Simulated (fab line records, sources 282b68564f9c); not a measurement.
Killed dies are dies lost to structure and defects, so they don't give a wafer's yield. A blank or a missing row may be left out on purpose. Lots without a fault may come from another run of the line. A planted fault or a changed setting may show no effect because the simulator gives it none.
Split-lot experiment | flow rit_cmos | 5 lots, 23 wafers read, on a route of 202 steps

THE SPLIT
At RIT_GATE_EXPOSE_13 (exposes mask M6, target cd 150 nm), the setting dose_mj was moved away from the recipe's 380 on 7 of the 23 wafers read, by -2.3% to +5.9%. The other wafers ran this setting at the recipe's value.

FROM THE SPLIT TO THE READING: what the file shows between them, 6 steps
- RIT_GATE_PEB_14
- RIT_GATE_DEVELOP_15: develop time 50 s
- RIT_GATE_CD_MEAS_16: target cd 150 nm
- RIT_GATE_HARDBAKE_18: time 60 s
- RIT_GATE_ETCH_19: etches poly-Si in SF6/CHF3/O2, stops on SiO2, time 165 s, target depth 312.5 nm
- RIT_GATE_STRIP_20: strips in O2, time 180 s

THE READING
cd_nm, in nm, at RIT_GATE_CD_MEAS_90 (target cd 150 nm). Fault-free wafers of this fab line usually give 148.8 nm, standard deviation 2.8 nm.

wafer  | tool, chamber at the split | dose_mj as run | against the recipe | cd_nm, nm | against lot-mates on the recipe
L078.1 | iline_stepper-02, 0        | 371.4          | -2.3%              | 159.4     | +13.0
L078.2 | iline_stepper-02, 0        | 380            | recipe             | 145.8     | -
L078.3 | iline_stepper-02, 0        | 380            | recipe             | 147.0     | -
L078.4 | iline_stepper-02, 0        | 371.4          | -2.3%              | 157.5     | +11.1
L078.5 | iline_stepper-02, 0        | 371.4          | -2.3%              | 159.4     | +13.0
L079.1 | iline_stepper-02, 0        | 380            | recipe             | 149.7     | -
L079.2 | iline_stepper-02, 0        | 401.1          | +5.6%              | 121.3     | -28.7
L079.3 | iline_stepper-02, 0        | 380            | recipe             | 151.0     | -
L079.5 | iline_stepper-02, 0        | 380            | recipe             | 149.3     | -
L079.6 | iline_stepper-02, 0        | 401.1          | +5.6%              | 120.5     | -29.5
L081.3 | iline_stepper-02, 0        | 380            | recipe             | 150.6     | -
L081.4 | iline_stepper-02, 0        | 380            | recipe             | 152.8     | -
L081.6 | iline_stepper-02, 0        | 380            | recipe             | 150.8     | -
L082.1 | iline_stepper-01, 0        | 380            | recipe             | 147.4     | -
L082.3 | iline_stepper-01, 0        | 380            | recipe             | 145.9     | -
L082.4 | iline_stepper-01, 0        | 402.3          | +5.9%              | 118.0     | -28.8
L082.5 | iline_stepper-01, 0        | 380            | recipe             | 147.1     | -
L082.6 | iline_stepper-01, 0        | 402.3          | +5.9%              | 120.9     | -25.9
L084.1 | iline_stepper-02, 0        | 380            | recipe             | 149.6     | -
L084.2 | iline_stepper-02, 0        | 380            | recipe             | 149.2     | -
L084.3 | iline_stepper-02, 0        | 380            | recipe             | 150.8     | -
L084.5 | iline_stepper-02, 0        | 380            | recipe             | 149.6     | -
L084.6 | iline_stepper-02, 0        | 380            | recipe             | 150.2     | -

THE FIT
A straight line over all 23 wafers: cd_nm changes by -4.95 nm for each +1% of dose_mj; r = -0.99; the points scatter about the line by 1.9 nm.
The same after taking each lot's own level away (the mean of its wafers on the recipe; 23 wafers): -5.01 nm for each +1%; r = -1.00; scatter 1.2 nm.
On that fit, the largest move of dose_mj shifts the reading by 29 nm.
The lots' own levels span 146.40 to 151.40 nm, that is 1.8 times the standard deviation above.
So the lot-to-lot level changes the slope little: the two slopes agree.
Check: with one of the wafers moved furthest among these (+5.9%) left out of the fit, the line predicts -29.3 nm for it against its lot-mates. It came out at -28.8 nm against them.

OTHER SPLITS ON THESE WAFERS
These wafers also went through other splits before the reading. Each is held against what the fit with the lots' levels taken away leaves over:
other split on the same wafers   | wafers away from the commonest value | r with cd_nm (lot level and that fit taken away)
RIT_ACTIVE_CVD_03 temp_c         | 18                                   | -0.23
RIT_ACTIVE_DEVELOP_10 dev_temp_c | 7                                    | +0.04
RIT_NWELL_SOFTBAKE_02 temp_c     | 7                                    | -0.27
RIT_PWELL_SOFTBAKE_02 temp_c     | 8                                    | +0.44
RIT_PWELL_IMPLANT_08 energy_kev  | 7                                    | -0.05
RIT_NRETRO_IMPLANT_08 energy_kev | 5                                    | -0.30
RIT_PRETRO_COAT_01 resist_thk_nm | 9                                    | +0.05
RIT_PRETRO_IMPLANT_08 energy_kev | 8                                    | +0.08
RIT_GATE_CVD_08 pressure_mtorr   | 15                                   | +0.10

THE WHOLE CHAIN: every reading that the file lists as answering this split, in the file's order
step                | what it does                                                                    | reading                                                     | change (the file's fit)              | r (the file's)
RIT_GATE_CD_MEAS_16 | target cd 150 nm                                                                | cd_nm                                                       | -4.97 nm for each +1% of the setting | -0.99
RIT_GATE_ETCH_19    | etches poly-Si in SF6/CHF3/O2, stops on SiO2, time 165 s, target depth 312.5 nm | GATE.cd_nm (the simulator's own value, which no gauge read) | -4.98 nm for each +1% of the setting | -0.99
RIT_GATE_CD_MEAS_90 | target cd 150 nm                                                                | cd_nm                                                       | -4.97 nm for each +1% of the setting | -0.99

THE FILE'S OWN FIT
cd_nm changes by -4.97 nm for each +1% of dose_mj, r = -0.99.
